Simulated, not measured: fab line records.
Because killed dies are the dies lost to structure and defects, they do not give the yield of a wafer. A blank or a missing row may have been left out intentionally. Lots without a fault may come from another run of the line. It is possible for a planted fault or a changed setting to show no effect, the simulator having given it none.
Which tool did it? | flow rit_cmos | 13 lots, 39 wafers sampled, at 2 steps of a route of 202

== WHAT THE GAUGES SHOWED, per wafer ==
RIT_ACTIVE_THK_MEAS_04. Usual: ACTIVE_NITRIDE_THK typically reads 149.9 nm, with standard deviation 1.5.
lot  | measured    | on            | ACTIVE_NITRIDE_THK (nm)             | flag
L132 | day 1 13:44 | film_metro-03 | 150.2 149.3 149.3                   |
L133 | day 1 18:42 | film_metro-01 | 150.2 150.5 149.1                   |
L134 | day 1 23:33 | film_metro-01 | 151.7 152.8 153.7                   |
L135 | day 2 04:32 | film_metro-01 | 148.1 148.7 148.8                   |
L136 | day 2 09:32 | film_metro-03 | 151.5 150.8 150.5                   |
L137 | day 2 16:39 | film_metro-01 | 151.0 149.4 149.7                   |
L139 | day 3 02:16 | film_metro-01 | 150.1 151.0 150.6                   |
L140 | day 3 08:16 | film_metro-01 | 151.7 151.2 152.7                   |
L141 | day 3 11:31 | film_metro-02 | 148.3 147.9 147.6                   |
L142 | day 3 16:50 | film_metro-02 | 132.9 133.4 133.0 133.0 133.4 133.0 | OFF
L145 | day 4 08:34 | film_metro-03 | 136.6 135.5 133.9 136.4 135.2 134.0 | OFF
L146 | day 4 12:14 | film_metro-03 | 148.0 149.4 148.4                   |
L154 | day 6 04:34 | film_metro-01 | 149.5 150.5 151.6                   |

== EACH LOT AND THE TOOL THAT RAN IT (in order: tool; ch and the chambers of the sampled wafers; start) ==
lot  | RIT_ACTIVE_CVD_03
L132 | lpcvd-01 ch 0, day 1 12:17
L133 | lpcvd-01 ch 0, day 1 17:16
L134 | lpcvd-01 ch 1, day 1 22:07
L135 | lpcvd-01 ch 1, day 2 03:07
L136 | lpcvd-02 ch 1, day 2 08:07
L137 | lpcvd-01 ch 0, day 2 14:31
L139 | lpcvd-01 ch 1, day 3 00:50
L140 | lpcvd-02 ch 0, day 3 06:50
L141 | lpcvd-02 ch 1, day 3 10:05
L142 | lpcvd-01 ch 1, day 3 15:24
L145 | lpcvd-01 ch 0, day 4 07:09
L146 | lpcvd-02 ch 1, day 4 10:07
L154 | lpcvd-02 ch 1, day 6 02:26
- RIT_ACTIVE_CVD_03: deposits Si3N4 from SiH2Cl2/NH3, target thk 150 nm, time 1500 s.

== WHAT THE TOOLS THEMSELVES READ (means of the sampled wafers that have a number; where no wafer has one, the mark that the record gives instead) ==
RIT_ACTIVE_CVD_03. Usual: zone_power_load_pct 22.2 %, standard deviation 2.3.
lot  | tool     | zone_power_load_pct (%) | flag
L132 | lpcvd-01 | 22.1                    |
L133 | lpcvd-01 | 22.4                    |
L134 | lpcvd-01 | 25.3                    |
L135 | lpcvd-01 | 25.4                    |
L136 | lpcvd-02 | 20.6                    |
L137 | lpcvd-01 | 22.2                    |
L139 | lpcvd-01 | 25.1                    |
L140 | lpcvd-02 | 18.8                    |
L141 | lpcvd-02 | 20.6                    |
L142 | lpcvd-01 | 25.2                    |
L145 | lpcvd-01 | 22.4                    |
L146 | lpcvd-02 | 20.8                    |
L154 | lpcvd-02 | 20.8                    |

== THE ANSWER, worked out from the rows above alone ==
Rule: a lot is off if the mean of its wafers that have a number lies more than 3 standard deviations from the usual mean. Also off: a lot with no number at a reading for which 4 or more lots have one. The other lots that the step has rows for count as sound. The gauges are gone through in route order, then the tools' own readings, and for those a lot's mean is taken as printed above. At the first step where some lot is off, the reading lying furthest off is the one used; lots without a number count as furthest.
Off: L142, L145, at RIT_ACTIVE_THK_MEAS_04 (ACTIVE_NITRIDE_THK).
A tool fits if, at a process step before that reading, it ran every lot that is off, and no sound lot after the first of them. The gauges at RIT_ACTIVE_THK_MEAS_04 are tried like those tools. One fits: RIT_ACTIVE_CVD_03 on lpcvd-01. A fault onset in the window from L139 (day 3 00:50, its last sound lot) to L142 (day 3 15:24, its first lot off) fits.

== WHAT THE SIMULATOR HAD INSERTED ==
Site profile drift: lpcvd-01, from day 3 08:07 on, at RIT_ACTIVE_CVD_03. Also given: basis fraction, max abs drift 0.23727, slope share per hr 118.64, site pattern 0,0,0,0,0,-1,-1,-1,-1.
Lots struck among those shown: L142, L145. The rule above reached the same finding.
